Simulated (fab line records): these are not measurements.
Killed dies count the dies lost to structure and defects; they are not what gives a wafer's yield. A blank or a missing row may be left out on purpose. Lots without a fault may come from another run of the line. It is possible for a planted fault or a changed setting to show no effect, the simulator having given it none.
One fault through the eyes of 2 desks | flow ritCmos | each desk holds nothing but its own numbers, with what lay behind them at the end

## FOR THE TOOL OWNER'S DESK: ilineStepper-02
The tool's own readings at RIT_ACTIVE_EXPOSE_08 (exposes mask M1, target cd 1400 nm): means of the sampled wafers that have a number, for each lot that ran on this tool. Any lot whose mean is over 4 standard deviations away from the usual mean is out of limits and marked OUT; that distance is given in the brackets.
Columns: A = exposureDoseMJCm2 at RIT_ACTIVE_EXPOSE_08, usual 224.98; B = focusOffsetNm at RIT_ACTIVE_EXPOSE_08, usual 0.0 nm
lot  | first seen here | A      | B
L340 | day 2 05:10     | 225.06 | -1.0
L342 | day 2 15:10     | 225.03 | 0.0
L344 | day 3 01:43     | 224.96 | 0.5
L354 | day 5 03:13     | 224.95 | 0.6
L355 | day 5 08:47     | 224.71 | 0.3
L357 | day 5 18:11     | 224.74 | -0.2
L360 | day 6 09:14     | 224.91 | 0.8
This desk's finding: nothing out of limits on any of the 7 lots.

## METROLOGY DESK
Lot by lot, what the gauges showed, no matter which tool ran the lot: averages of those sampled wafers that carry a number. Any lot whose mean is over 4 standard deviations away from the usual mean is out of limits and marked OUT; that distance is given in the brackets.
Columns: A = cdNm at RIT_ACTIVE_CD_MEAS_90, usual 1399.7 nm; B = FIELD_OXIDE_LEFT_1_THK at RIT_FOX2_THK_MEAS_90, usual 325 nm
lot  | first seen here | A      | B
L337 | day 1 15:11     | 1402.0 | 317
L338 | day 1 20:04     | 1399.6 | 330
L340 | day 2 06:09     | 1403.1 | 335
L342 | day 2 16:08     | 1402.1 | 320
L344 | day 3 02:42     | 1398.8 | 321
L346 | day 3 12:25     | 1402.2 | 324
L347 | day 3 21:19     | -      | 326
L348 | day 4 02:15     | -      | 331
L349 | day 4 07:20     | -      | 323
L354 | day 5 04:12     | 1399.4 | 326
L355 | day 5 09:46     | 1397.0 | 325
L356 | day 5 14:12     | 1400.7 | 324
L357 | day 5 19:10     | 1399.5 | 324
L358 | day 6 00:08     | 1402.7 | 336
L360 | day 6 10:13     | 1398.2 | 323
This desk's finding: nothing out of limits on any of the 15 lots.

## PUT TOGETHER
Nothing out of limits was seen by the tool owner's desk.
At the metrology desk, nothing out of limits was observed.

## WHAT THE SIMULATOR PUT IN
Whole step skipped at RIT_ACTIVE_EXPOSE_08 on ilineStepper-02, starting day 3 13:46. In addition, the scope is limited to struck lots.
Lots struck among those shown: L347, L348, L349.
